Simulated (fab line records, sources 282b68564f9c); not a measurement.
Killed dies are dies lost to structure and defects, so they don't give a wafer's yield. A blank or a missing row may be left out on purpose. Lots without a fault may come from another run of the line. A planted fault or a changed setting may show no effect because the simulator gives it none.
A struck lot beside a sound one | flow rit_cmos | 14 steps out of a route of 202
Sound: wafers L198.1, L198.2, L198.6. Struck: wafers L210.3, L210.4, L210.6. The cause comes at the end.
At each step with rows: each side's tool, then ch and its chambers, then its first start. Under that, the readings that differ: sound wafers | struck wafers | difference of the means | sigmas: that difference in standard deviations of wafers without a fault.
alike: readings whose means differ by less than 2 such deviations, and words and numbers that are the same on both sides. not compared: withheld readings, readings that some wafer has no value for, bounds like >300 that may hide the same value, and numbers for which the record gives no deviation and whose values overlap.
The two part at a step that has a row with sigmas, a row that says differs or no value, or rows on one side only. Numbers that don't overlap but have no deviation are shown without sigmas and don't part them. A reading that every wafer of one side lacks parts them only if that side has two wafers or more.

RIT_GATE_STRIP_20: strips in O2, time 180 s.
  sound on plasma_asher-01 ch 0,1, day 2 16:08; struck on plasma_asher-02 ch 0,1, day 5 00:26
  alike: drypump_motor_current_A
  not compared: rf_hours_counter_h
RIT_GATE_CD_MEAS_90: target cd 150 nm.
  sound on cd_sem-02, day 2 16:19; struck on cd_sem-01, day 5 00:35
  alike: cd_nm
then, 4 steps without rows for these wafers: RIT_REOX_CLEAN_00 (cleans in SC1, time 600 s); RIT_REOX_CLEAN_01 (cleans in dHF, time 30 s); RIT_REOX_CLEAN_02 (cleans in SC2, time 600 s); RIT_REOX_OXIDATION_03 (target thk 25.2 nm, ox time 5580 s).
RIT_REOX_THK_MEAS_04:
  sound on film_metro-04, day 2 19:21; struck on film_metro-04, day 5 03:49
  alike: REOX_OXIDE_THK
then, 5 steps without rows for these wafers: RIT_NLDD_HMDS_00 (prime time 60 s); RIT_NLDD_COAT_01 (resist thk 1000 nm); RIT_NLDD_SOFTBAKE_02 (time 60 s); RIT_NLDD_EXPOSE_03 (exposes mask M7, target cd 40700 nm); RIT_NLDD_PEB_04.
RIT_NLDD_DEVELOP_05: develop time 50 s.
  sound on litho_track-01 ch 0, day 2 20:00; struck on litho_track-03, day 5 04:00
  no value came back on the struck wafers for chill_plate_temp_C (C), develop_time_s (s), resist_line_temp_C (C); on the sound wafers chill_plate_temp_C (C) reads 22.93 22.99 22.99
RIT_NLDD_OVL_MEAS_06:
  sound on overlay-01, day 2 20:18; struck on overlay-01, day 5 04:43
  reading       | sound       | struck | difference                    | sigmas
  NLDD_OVL (nm) | 2.1 0.0 2.0 | - - -  | no value on the struck wafers |

WHERE THEY PART
First at RIT_NLDD_DEVELOP_05; last, within this record, at RIT_NLDD_OVL_MEAS_06.

WHY: what the simulator had put in
Skipped step whole: litho_track-03, from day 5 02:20 on, at RIT_NLDD_DEVELOP_05. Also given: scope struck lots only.
